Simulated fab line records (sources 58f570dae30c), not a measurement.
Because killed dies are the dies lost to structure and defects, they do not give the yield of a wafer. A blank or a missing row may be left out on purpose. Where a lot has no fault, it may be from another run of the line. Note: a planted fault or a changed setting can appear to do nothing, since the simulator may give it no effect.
Struck lot and sound lot, side by side :: flow berkeley cmos170 :: 18 steps out of a route of 331
Sound: these wafers, L538.1, L538.3, L538.6. Wafers struck: L539.1, L539.2, L539.5. The cause is given at the end.
At each step with rows: each side's tool, then ch and its chambers, then its first start. Under that, the readings that differ: sound wafers :: struck wafers :: difference of the means :: sigmas: that difference in standard deviations of wafers without a fault.
alike: words and numbers the same on both sides, and readings whose means are apart by under 2 such deviations; not compared: readings that were withheld, readings missing a value for some wafer, numbers with overlapping values and no deviation given by the record, and bounds like >300 which may hide the same value.
Wherever a step has rows on one side only, a row that says differs or no value, or a row with sigmas, the two part there. Numbers that have no deviation but don't overlap get no sigmas and don't part them. Lack of a reading on every wafer of one side parts them only where that side has two or more wafers.

first, 2 steps without rows for these wafers: UCB170_GATE_PEB_10; UCB170_GATE_DEVELOP_11 (develop time 45 s).
UCB170_GATE_CD_MEAS_12 targets a cd of 350 nm.
  sound on cd sem-01 at day 7 05:46; struck on cd sem-01 at day 7 17:21
  alike: cd nm
UCB170_GATE_OVL_MEAS_13:
  sound on overlay-02 at day 7 05:53; struck on overlay-01 at day 7 17:28
  alike: GATE_OVL
UCB170_GATE_ETCH_14: etches BARC in N2/H2.
  sound on rie diel-01 ch 1,2, day 7 05:55; struck on rie diel-04 ch 1,2,3, day 7 17:31
reading: drypump motor current A (A)
sound: 5.8 6.2 6.2
struck: 5.0 5.3 5.2
difference: -0.9
sigmas: -2

reading: oes product au (a.u.)
sound: 1.010 1.030 1.032
struck: 0.988 0.968 0.972
difference: -0.048
sigmas: -3
  alike: throttle valve pct
UCB170_GATE_ETCH_15: etches poly-Si in HBr/Cl2, stops on SiO2, time 56.3 s, target depth 278.2 nm.
  sound on rie si-01 ch 0,1,3, day 7 05:58; struck on rie si-01 ch 1,3, day 7 17:33
  alike: drypump motor current A, oes product au, throttle valve pct
  not compared: rf hours counter h
UCB170_GATE_STRIP_16: strips in O2.
  sound on plasma asher-03 ch 0,1, day 7 06:01; struck on plasma asher-02 ch 0,1, day 7 17:36
  alike: drypump motor current A, oes product au
  not compared: rf hours counter h
UCB170_GATE_CD_MEAS_90 targets a cd of 350 nm.
  sound on cd sem-02 at day 7 06:07; struck on cd sem-02 at day 7 17:42
  alike: cd nm
then, 4 steps without rows for these wafers: UCB170_GATE_CLEAN_17 (cleans in SPM, time 600 s); UCB170_PLDD_HMDS_00 (prime time 60 s); UCB170_PLDD_COAT_01 (resist thk 900 nm); UCB170_PLDD_SOFTBAKE_02 (time 60 s).
UCB170_PLDD_EXPOSE_03: exposes mask PSELECT, target cd 1200 nm.
  sound on krf scanner-01 ch 0, day 7 07:07; struck on krf scanner-02 ch 0, day 7 18:56
reading: exposure dose mJ cm2
sound: 30.01 29.97 29.99
struck: 31.56 31.56 31.53
difference: +1.56
sigmas: +42
  alike: mask
then, 2 steps without rows for these wafers: UCB170_PLDD_PEB_04; UCB170_PLDD_DEVELOP_05 (develop time 45 s).
UCB170_PLDD_CD_MEAS_06 targets a cd of 1200 nm.
  sound on cd sem-02 at day 7 07:56; struck on cd sem-02 at day 7 19:57
reading: cd nm (nm)
sound: 1199.8 1198.3 1200.0
struck: 1208.7 1209.4 1208.0
difference: +9.3
sigmas: +6
  not compared: hold
UCB170_PLDD_OVL_MEAS_07:
  sound on overlay-02 at day 7 08:04; struck on overlay-01 at day 7 23:52
reading: hold
sound: - - -
struck: await dispo/3.8h/release await dispo/3.8h/release await dispo/3.8h/release
difference: no value on the sound wafers
sigmas: 
  alike: PLDD_OVL
UCB170_M3_PROBE_99:
  the record holds rows for the sound wafers here (prober-02, day 8 21:49) but none for the struck ones

== WHERE THEY PART ==
Last at UCB170_M3_PROBE_99 as far as this record goes, first at UCB170_GATE_ETCH_14.

WHY: what the simulator had put in
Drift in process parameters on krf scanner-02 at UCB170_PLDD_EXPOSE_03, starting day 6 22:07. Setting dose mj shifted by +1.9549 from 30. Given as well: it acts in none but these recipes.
